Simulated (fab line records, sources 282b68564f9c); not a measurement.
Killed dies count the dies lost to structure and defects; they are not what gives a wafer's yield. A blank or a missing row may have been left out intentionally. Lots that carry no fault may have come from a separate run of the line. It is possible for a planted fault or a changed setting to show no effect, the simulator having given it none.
fab line records / flow rit-cmos
record lots=12 wafers=36 last-day=8
route steps=202 shown SPACER@128 M1@201
lots with no fault: from the same line, run without faults
start-h: start of the lot's first displayed wafer, in hours after the record's first day / wait-h: how many hours have passed since the lot's step before this one / " as in the row above / L1.1+2: a single row standing in for several wafers / - either no value or no given start / * or withheld: withheld / < > ~ a bound
route shown NAME@n: a module of which the file shows steps, and the number in the route of the first / usual: mean/standard deviation taken from wafers without a fault / same: alike in all rows / chamber/n: place in a boat / sites: each site's reading / _std_site: the standard deviation of these / _edge_site: the outer-site mean with the inner-site mean subtracted / radius-mm: how far each site lies from the wafer's centre / mask NAME#n: copy n / behind: the tool/chamber that last shaped the wafer / hold: the reason the lot was held/the length of the hold in hours/how it ended / device: names the non-switching transistor (n, p or np) / end of line: the tests these same wafers got at the end of their route / for a step that has no rows: nothing shown but its recipe / killed: at the first sort, the dies lost to defects and structure; wafer yield is something else / map: a wafer's dies, marking killed ones x, the rest . and places with no die _
set.NAME: the setting the step ran with; set.NAME@STEP: the setting that earlier step ran with / model.NAME: the simulator's own value behind a step, which no gauge read
a sample of lots followed through the steps of the route, with each step as a table and each wafer as a row
services: from which hour (start-h, from the record's first day; less than 0 if before it) a tool's chamber was out of use, for how many hours, and why
## steps
# step RIT_SPACER_CVD_03
# recipe material=Si3N4 target-thk-nm=250 temp-c=810 precursor=SiH2Cl2/NH3 time-s=3300 pressure-mtorr=300 sih2cl2-flow-sccm=60 nh3-flow-sccm=150
lot.wafer=L122.1+2+4 tool=lpcvd-02 chamber=0 start-h=46.27 wait-h=1.0
lot.wafer=L123.3+4+6 tool=lpcvd-01 chamber=0 start-h=55.94 wait-h=0.0
lot.wafer=L126.1+5+6 tool=lpcvd-02 chamber=1 start-h=69.33 wait-h=0.0
lot.wafer=L127.1+5+6 tool=lpcvd-01 chamber=0 start-h=78.77 wait-h=0.0
lot.wafer=L128.3+5+6 tool=lpcvd-01 chamber=1 start-h=81.04 wait-h=0.0
lot.wafer=L133.2+4+6 tool=lpcvd-01 chamber=1 start-h=106.44 wait-h=0.0
lot.wafer=L135.1+2+6 tool=lpcvd-02 chamber=1 start-h=123.01 wait-h=0.1
lot.wafer=L139.2+3+5 tool=lpcvd-02 chamber=1 start-h=152.94 wait-h=1.0
lot.wafer=L142.2+3+6 tool=lpcvd-02 chamber=1 start-h=166.43 wait-h=0.0
lot.wafer=L143.3+4+5 tool=lpcvd-02 chamber=1 start-h=170.94 wait-h=0.0
lot.wafer=L145.1+3+4 tool=lpcvd-01 chamber=0 start-h=179.78 wait-h=0.0
lot.wafer=L144.1+2+3 tool=lpcvd-02 chamber=0 start-h=180.77 wait-h=0.4
# step RIT_SPACER_THK_MEAS_04
# recipe reads=Si3N4_of_SPACER_CVD_03
# usual SPACER_NITRIDE_THK=250.0/2.8
lot.wafer=L122.1 tool=film-metro-01 chamber=- start-h=48.18 wait-h=0.0 SPACER_NITRIDE_THK[nm]=244.8
lot.wafer=L122.2 tool=film-metro-01 chamber=- start-h=48.18 wait-h=0.0 SPACER_NITRIDE_THK[nm]=246.5
lot.wafer=L122.4 tool=film-metro-01 chamber=- start-h=48.18 wait-h=0.0 SPACER_NITRIDE_THK[nm]=244.4
lot.wafer=L123.3 tool=film-metro-02 chamber=- start-h=57.88 wait-h=0.0 SPACER_NITRIDE_THK[nm]=249.9
lot.wafer=L123.4 tool=film-metro-02 chamber=- start-h=57.88 wait-h=0.0 SPACER_NITRIDE_THK[nm]=249.4
lot.wafer=L123.6 tool=film-metro-02 chamber=- start-h=57.88 wait-h=0.0 SPACER_NITRIDE_THK[nm]=248.7
lot.wafer=L126.1 tool=film-metro-02 chamber=- start-h=71.24 wait-h=0.0 SPACER_NITRIDE_THK[nm]=248.1
lot.wafer=L126.5 tool=film-metro-02 chamber=- start-h=71.24 wait-h=0.0 SPACER_NITRIDE_THK[nm]=250.5
lot.wafer=L126.6 tool=film-metro-02 chamber=- start-h=71.24 wait-h=0.0 SPACER_NITRIDE_THK[nm]=248.7
lot.wafer=L127.1 tool=film-metro-02 chamber=- start-h=80.69 wait-h=0.0 SPACER_NITRIDE_THK[nm]=120.5
lot.wafer=L127.5 tool=film-metro-02 chamber=- start-h=80.69 wait-h=0.0 SPACER_NITRIDE_THK[nm]=118.6
lot.wafer=L127.6 tool=film-metro-02 chamber=- start-h=80.69 wait-h=0.0 SPACER_NITRIDE_THK[nm]=120.2
lot.wafer=L128.3 tool=film-metro-04 chamber=- start-h=82.98 wait-h=0.0 SPACER_NITRIDE_THK[nm]=121.6
lot.wafer=L128.5 tool=film-metro-04 chamber=- start-h=82.98 wait-h=0.0 SPACER_NITRIDE_THK[nm]=120.7
lot.wafer=L128.6 tool=film-metro-04 chamber=- start-h=82.98 wait-h=0.0 SPACER_NITRIDE_THK[nm]=121.3
lot.wafer=L133.2 tool=film-metro-01 chamber=- start-h=108.37 wait-h=0.0 SPACER_NITRIDE_THK[nm]=122.7
lot.wafer=L133.4 tool=film-metro-01 chamber=- start-h=108.37 wait-h=0.0 SPACER_NITRIDE_THK[nm]=121.8
lot.wafer=L133.6 tool=film-metro-01 chamber=- start-h=108.37 wait-h=0.0 SPACER_NITRIDE_THK[nm]=122.2
lot.wafer=L135.1 tool=film-metro-01 chamber=- start-h=124.93 wait-h=0.0 SPACER_NITRIDE_THK[nm]=244.2
lot.wafer=L135.2 tool=film-metro-01 chamber=- start-h=124.93 wait-h=0.0 SPACER_NITRIDE_THK[nm]=243.9
lot.wafer=L135.6 tool=film-metro-01 chamber=- start-h=124.93 wait-h=0.0 SPACER_NITRIDE_THK[nm]=243.9
lot.wafer=L139.2 tool=film-metro-01 chamber=- start-h=154.86 wait-h=0.0 SPACER_NITRIDE_THK[nm]=251.0
lot.wafer=L139.3 tool=film-metro-01 chamber=- start-h=154.86 wait-h=0.0 SPACER_NITRIDE_THK[nm]=251.9
lot.wafer=L139.5 tool=film-metro-01 chamber=- start-h=154.86 wait-h=0.0 SPACER_NITRIDE_THK[nm]=250.4
lot.wafer=L142.2 tool=film-metro-01 chamber=- start-h=168.35 wait-h=0.0 SPACER_NITRIDE_THK[nm]=251.3
lot.wafer=L142.3 tool=film-metro-01 chamber=- start-h=168.35 wait-h=0.0 SPACER_NITRIDE_THK[nm]=251.8
lot.wafer=L142.6 tool=film-metro-01 chamber=- start-h=168.35 wait-h=0.0 SPACER_NITRIDE_THK[nm]=251.9
lot.wafer=L143.3 tool=film-metro-02 chamber=- start-h=172.88 wait-h=0.0 SPACER_NITRIDE_THK[nm]=242.9
lot.wafer=L143.4 tool=film-metro-02 chamber=- start-h=172.88 wait-h=0.0 SPACER_NITRIDE_THK[nm]=243.8
lot.wafer=L143.5 tool=film-metro-02 chamber=- start-h=172.88 wait-h=0.0 SPACER_NITRIDE_THK[nm]=243.6
lot.wafer=L145.1 tool=film-metro-01 chamber=- start-h=181.70 wait-h=0.0 SPACER_NITRIDE_THK[nm]=252.9
lot.wafer=L145.3 tool=film-metro-01 chamber=- start-h=181.70 wait-h=0.0 SPACER_NITRIDE_THK[nm]=254.6
lot.wafer=L145.4 tool=film-metro-01 chamber=- start-h=181.70 wait-h=0.0 SPACER_NITRIDE_THK[nm]=252.4
lot.wafer=L144.1 tool=film-metro-02 chamber=- start-h=182.68 wait-h=0.0 SPACER_NITRIDE_THK[nm]=247.5
lot.wafer=L144.2 tool=film-metro-02 chamber=- start-h=182.68 wait-h=0.0 SPACER_NITRIDE_THK[nm]=248.0
lot.wafer=L144.3 tool=film-metro-02 chamber=- start-h=182.68 wait-h=0.0 SPACER_NITRIDE_THK[nm]=246.6
# step RIT_SPACER_ETCHBACK_05
# recipe target-depth-a=2500 SF6_flow_sccm=30 CHF3_flow_sccm=30 target=Si3N4 chemistry=SF6/CHF3 pressure-mtorr=40 rf-w=250 time-s=240 stop-on=SiO2
# usual drypump-motor-current-A=5.9/0.45 oes-product-au=0.845/0.018 throttle-valve-pct=10.26/0.15
# same time-s=240
lot.wafer=L122.1 tool=rie-diel-04 chamber=1 start-h=48.24 wait-h=0.1 drypump-motor-current-A=5.7 oes-product-au=0.803 rf-hours-counter-h=158 throttle-valve-pct=10.20
lot.wafer=L122.2 tool=rie-diel-04 chamber=3 start-h=48.24 wait-h=0.1 drypump-motor-current-A=6.8 oes-product-au=0.827 rf-hours-counter-h=5 throttle-valve-pct=10.24
lot.wafer=L122.4 tool=rie-diel-04 chamber=2 start-h=48.24 wait-h=0.1 drypump-motor-current-A=5.5 oes-product-au=0.853 rf-hours-counter-h=5 throttle-valve-pct=10.50
lot.wafer=L123.3 tool=rie-diel-03 chamber=3 start-h=57.92 wait-h=0.0 drypump-motor-current-A=5.5 oes-product-au=0.861 rf-hours-counter-h=102 throttle-valve-pct=10.12
lot.wafer=L123.4 tool=rie-diel-03 chamber=2 start-h=57.92 wait-h=0.0 drypump-motor-current-A=5.6 oes-product-au=0.848 rf-hours-counter-h=42 throttle-valve-pct=10.17
lot.wafer=L123.6 tool=rie-diel-03 chamber=3 start-h=57.92 wait-h=0.0 drypump-motor-current-A=5.5 oes-product-au=0.869 rf-hours-counter-h=- throttle-valve-pct=10.11
lot.wafer=L126.1 tool=rie-diel-04 chamber=0 start-h=71.30 wait-h=0.1 drypump-motor-current-A=6.2 oes-product-au=0.855 rf-hours-counter-h=8 throttle-valve-pct=10.37
lot.wafer=L126.5 tool=rie-diel-04 chamber=2 start-h=71.30 wait-h=0.1 drypump-motor-current-A=5.5 oes-product-au=0.869 rf-hours-counter-h=- throttle-valve-pct=10.49
lot.wafer=L126.6 tool=rie-diel-04 chamber=3 start-h=71.30 wait-h=0.1 drypump-motor-current-A=6.8 oes-product-au=0.831 rf-hours-counter-h=- throttle-valve-pct=10.23
lot.wafer=L127.1 tool=rie-diel-02 chamber=0 start-h=80.75 wait-h=0.1 drypump-motor-current-A=5.8 oes-product-au=0.535 rf-hours-counter-h=79 throttle-valve-pct=10.39
lot.wafer=L127.5 tool=rie-diel-02 chamber=2 start-h=80.75 wait-h=0.1 drypump-motor-current-A=6.4 oes-product-au=0.516 rf-hours-counter-h=- throttle-valve-pct=10.19
lot.wafer=L127.6 tool=rie-diel-02 chamber=1 start-h=80.75 wait-h=0.1 drypump-motor-current-A=5.7 oes-product-au=0.518 rf-hours-counter-h=- throttle-valve-pct=10.27
lot.wafer=L128.3 tool=rie-diel-04 chamber=1 start-h=83.02 wait-h=0.0 drypump-motor-current-A=5.7 oes-product-au=0.519 rf-hours-counter-h=159 throttle-valve-pct=10.11
lot.wafer=L128.5 tool=rie-diel-04 chamber=0 start-h=83.02 wait-h=0.0 drypump-motor-current-A=6.2 oes-product-au=0.527 rf-hours-counter-h=- throttle-valve-pct=10.26
lot.wafer=L128.6 tool=rie-diel-04 chamber=3 start-h=83.02 wait-h=0.0 drypump-motor-current-A=6.8 oes-product-au=0.518 rf-hours-counter-h=- throttle-valve-pct=10.13
lot.wafer=L133.2 tool=rie-diel-03 chamber=3 start-h=108.42 wait-h=0.0 drypump-motor-current-A=5.5 oes-product-au=0.548 rf-hours-counter-h=104 throttle-valve-pct=9.99
lot.wafer=L133.4 tool=rie-diel-03 chamber=1 start-h=108.42 wait-h=0.0 drypump-motor-current-A=5.8 oes-product-au=0.543 rf-hours-counter-h=99 throttle-valve-pct=10.26
lot.wafer=L133.6 tool=rie-diel-03 chamber=0 start-h=108.42 wait-h=0.0 drypump-motor-current-A=5.5 oes-product-au=0.524 rf-hours-counter-h=- throttle-valve-pct=9.88
lot.wafer=L135.1 tool=rie-diel-04 chamber=0 start-h=124.99 wait-h=0.1 drypump-motor-current-A=6.2 oes-product-au=0.839 rf-hours-counter-h=8 throttle-valve-pct=10.36
lot.wafer=L135.2 tool=rie-diel-04 chamber=2 start-h=124.99 wait-h=0.1 drypump-motor-current-A=5.5 oes-product-au=0.861 rf-hours-counter-h=6 throttle-valve-pct=10.49
lot.wafer=L135.6 tool=rie-diel-04 chamber=3 start-h=124.99 wait-h=0.1 drypump-motor-current-A=6.8 oes-product-au=0.831 rf-hours-counter-h=- throttle-valve-pct=10.21
lot.wafer=L139.2 tool=rie-diel-03 chamber=1 start-h=154.91 wait-h=0.0 drypump-motor-current-A=5.8 oes-product-au=0.862 rf-hours-counter-h=99 throttle-valve-pct=10.40
lot.wafer=L139.3 tool=rie-diel-03 chamber=2 start-h=154.91 wait-h=0.0 drypump-motor-current-A=5.6 oes-product-au=0.852 rf-hours-counter-h=43 throttle-valve-pct=10.16
lot.wafer=L139.5 tool=rie-diel-03 chamber=2 start-h=154.91 wait-h=0.0 drypump-motor-current-A=5.6 oes-product-au=0.856 rf-hours-counter-h=- throttle-valve-pct=10.16
lot.wafer=L142.2 tool=rie-diel-03 chamber=0 start-h=168.40 wait-h=0.0 drypump-motor-current-A=5.5 oes-product-au=0.835 rf-hours-counter-h=88 throttle-valve-pct=9.98
lot.wafer=L142.3 tool=rie-diel-03 chamber=3 start-h=168.40 wait-h=0.0 drypump-motor-current-A=5.5 oes-product-au=0.866 rf-hours-counter-h=105 throttle-valve-pct=10.13
lot.wafer=L142.6 tool=rie-diel-03 chamber=0 start-h=168.40 wait-h=0.0 drypump-motor-current-A=5.5 oes-product-au=0.836 rf-hours-counter-h=- throttle-valve-pct=9.99
lot.wafer=L143.3 tool=rie-diel-02 chamber=0 start-h=172.92 wait-h=0.0 drypump-motor-current-A=5.8 oes-product-au=0.822 rf-hours-counter-h=80 throttle-valve-pct=10.48
lot.wafer=L143.4 tool=rie-diel-02 chamber=1 start-h=172.92 wait-h=0.0 drypump-motor-current-A=5.7 oes-product-au=0.821 rf-hours-counter-h=69 throttle-valve-pct=10.38
lot.wafer=L143.5 tool=rie-diel-02 chamber=3 start-h=172.92 wait-h=0.0 drypump-motor-current-A=5.5 oes-product-au=0.800 rf-hours-counter-h=- throttle-valve-pct=10.15
lot.wafer=L145.1 tool=rie-diel-03 chamber=3 start-h=181.76 wait-h=0.1 drypump-motor-current-A=5.5 oes-product-au=0.878 rf-hours-counter-h=105 throttle-valve-pct=10.11
lot.wafer=L145.3 tool=rie-diel-03 chamber=1 start-h=181.76 wait-h=0.1 drypump-motor-current-A=5.7 oes-product-au=0.870 rf-hours-counter-h=100 throttle-valve-pct=10.38
lot.wafer=L145.4 tool=rie-diel-03 chamber=2 start-h=181.76 wait-h=0.1 drypump-motor-current-A=5.6 oes-product-au=0.856 rf-hours-counter-h=44 throttle-valve-pct=10.17
lot.wafer=L144.1 tool=rie-diel-04 chamber=2 start-h=182.74 wait-h=0.1 drypump-motor-current-A=5.5 oes-product-au=0.858 rf-hours-counter-h=7 throttle-valve-pct=10.49
lot.wafer=L144.2 tool=rie-diel-04 chamber=1 start-h=182.74 wait-h=0.1 drypump-motor-current-A=5.7 oes-product-au=0.820 rf-hours-counter-h=1 throttle-valve-pct=10.20
lot.wafer=L144.3 tool=rie-diel-04 chamber=0 start-h=182.74 wait-h=0.1 drypump-motor-current-A=6.2 oes-product-au=0.834 rf-hours-counter-h=10 throttle-valve-pct=10.38
# step RIT_M1_BOW_MEAS_16
# recipe mode=bow
# usual M1_BOW=17/6.3
lot.wafer=L122.1 tool=film-metro-01 chamber=- start-h=59.74 wait-h=0.0 M1_BOW[um]=22
lot.wafer=L122.2 tool=film-metro-01 chamber=- start-h=59.74 wait-h=0.0 M1_BOW[um]=5
lot.wafer=L122.4 tool=film-metro-01 chamber=- start-h=59.74 wait-h=0.0 M1_BOW[um]=22
lot.wafer=L123.3 tool=film-metro-01 chamber=- start-h=69.03 wait-h=0.0 M1_BOW[um]=14
lot.wafer=L123.4 tool=film-metro-01 chamber=- start-h=69.03 wait-h=0.0 M1_BOW[um]=39
lot.wafer=L123.6 tool=film-metro-01 chamber=- start-h=69.03 wait-h=0.0 M1_BOW[um]=18
lot.wafer=L126.1 tool=film-metro-03 chamber=- start-h=82.64 wait-h=0.0 M1_BOW[um]=17
lot.wafer=L126.5 tool=film-metro-03 chamber=- start-h=82.64 wait-h=0.0 M1_BOW[um]=20
lot.wafer=L126.6 tool=film-metro-03 chamber=- start-h=82.64 wait-h=0.0 M1_BOW[um]=21
lot.wafer=L127.1 tool=film-metro-01 chamber=- start-h=91.63 wait-h=0.0 M1_BOW[um]=-1
lot.wafer=L127.5 tool=film-metro-01 chamber=- start-h=91.63 wait-h=0.0 M1_BOW[um]=1
lot.wafer=L127.6 tool=film-metro-01 chamber=- start-h=91.63 wait-h=0.0 M1_BOW[um]=0
lot.wafer=L128.3 tool=film-metro-03 chamber=- start-h=94.39 wait-h=0.0 M1_BOW[um]=-8
lot.wafer=L128.5 tool=film-metro-03 chamber=- start-h=94.39 wait-h=0.0 M1_BOW[um]=2
lot.wafer=L128.6 tool=film-metro-03 chamber=- start-h=94.39 wait-h=0.0 M1_BOW[um]=7
lot.wafer=L133.2 tool=film-metro-02 chamber=- start-h=119.36 wait-h=0.0 M1_BOW[um]=0
lot.wafer=L133.4 tool=film-metro-02 chamber=- start-h=119.36 wait-h=0.0 M1_BOW[um]=-2
lot.wafer=L133.6 tool=film-metro-02 chamber=- start-h=119.36 wait-h=0.0 M1_BOW[um]=-1
lot.wafer=L135.1 tool=film-metro-01 chamber=- start-h=135.78 wait-h=0.0 M1_BOW[um]=10
lot.wafer=L135.2 tool=film-metro-01 chamber=- start-h=135.78 wait-h=0.0 M1_BOW[um]=13
lot.wafer=L135.6 tool=film-metro-01 chamber=- start-h=135.78 wait-h=0.0 M1_BOW[um]=25
lot.wafer=L139.2 tool=film-metro-02 chamber=- start-h=167.02 wait-h=0.0 M1_BOW[um]=13
lot.wafer=L139.3 tool=film-metro-02 chamber=- start-h=167.02 wait-h=0.0 M1_BOW[um]=11
lot.wafer=L139.5 tool=film-metro-02 chamber=- start-h=167.02 wait-h=0.0 M1_BOW[um]=19
lot.wafer=L142.2 tool=film-metro-03 chamber=- start-h=181.79 wait-h=0.0 M1_BOW[um]=13
lot.wafer=L142.3 tool=film-metro-03 chamber=- start-h=181.79 wait-h=0.0 M1_BOW[um]=14
lot.wafer=L142.6 tool=film-metro-03 chamber=- start-h=181.79 wait-h=0.0 M1_BOW[um]=3
lot.wafer=L143.3 tool=film-metro-01 chamber=- start-h=184.24 wait-h=0.0 M1_BOW[um]=17
lot.wafer=L143.4 tool=film-metro-01 chamber=- start-h=184.24 wait-h=0.0 M1_BOW[um]=8
lot.wafer=L143.5 tool=film-metro-01 chamber=- start-h=184.24 wait-h=0.0 M1_BOW[um]=15
lot.wafer=L145.1 tool=film-metro-01 chamber=- start-h=194.22 wait-h=0.0 M1_BOW[um]=10
lot.wafer=L145.3 tool=film-metro-01 chamber=- start-h=194.22 wait-h=0.0 M1_BOW[um]=26
lot.wafer=L145.4 tool=film-metro-01 chamber=- start-h=194.22 wait-h=0.0 M1_BOW[um]=18
lot.wafer=L144.1 tool=film-metro-03 chamber=- start-h=195.72 wait-h=0.0 M1_BOW[um]=16
lot.wafer=L144.2 tool=film-metro-03 chamber=- start-h=195.72 wait-h=0.0 M1_BOW[um]=21
lot.wafer=L144.3 tool=film-metro-03 chamber=- start-h=195.72 wait-h=0.0 M1_BOW[um]=13
## services
tool=rie-diel-02 chamber=- start-h=26.10 hours=2.8 kind=pm
tool=rie-diel-04 chamber=- start-h=30.20 hours=2.8 kind=pm
tool=rie-diel-02 chamber=- start-h=37.50 hours=0.2 kind=repair
tool=rie-diel-03 chamber=2 start-h=97.27 hours=7.3 kind=repair
tool=rie-diel-04 chamber=1 start-h=107.48 hours=- kind=clean
tool=rie-diel-04 chamber=1 start-h=107.48 hours=25.6 kind=scheduled-down
tool=rie-diel-04 chamber=1 start-h=107.48 hours=25.6 kind=vent-cycle
tool=rie-diel-04 chamber=2 start-h=144.64 hours=3.8 kind=repair
tool=lpcvd-02 chamber=- start-h=146.94 hours=6.0 kind=pm
tool=rie-diel-04 chamber=- start-h=148.14 hours=0.9 kind=repair
tool=rie-diel-04 chamber=3 start-h=157.77 hours=2.6 kind=repair
tool=rie-diel-03 chamber=2 start-h=168.89 hours=3.0 kind=repair
tool=lpcvd-01 chamber=- start-h=178.60 hours=1.1 kind=repair
## key
first-sign step=RIT_SPACER_THK_MEAS_04 reading=SPACER_NITRIDE_THK direction=down sigmas=46 usual=250.0 struck=121.1
effect step=RIT_SPACER_ETCHBACK_05 reading=oes-product-au direction=down sigmas=18 usual=0.845 struck=0.528
effect step=RIT_M1_BOW_MEAS_16 reading=M1_BOW direction=down sigmas=2.7 usual=17 struck=0
met-at RIT_SPACER_CVD_03
struck-lots L127,L128,L133
sort-left-out L127.1,L127.5,L127.6,L128.3,L128.5,L128.6,L133.2,L133.4,L133.6
tester-left-out L127,L128,L133
fault kind=process-parameter-drift tool=lpcvd-01 chamber=- onset-h=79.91 steps=RIT_SPACER_CVD_03 channel=target-thk-nm offset=-129.99 shape=step end-h=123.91 acts-in=these-recipes-only stated=250
# tester-left-out: of these lots the tester's yield and bins aren't shown, on N5 and GAA mostly nor the transistor test; their killed dies are dies lost to structure and defects alone, not to doping, threshold or leakage, so they don't give the yield
# sort-left-out: the simulated sort isn't trusted on such a fault, so these wafers' sort isn't shown, and their yield isn't known
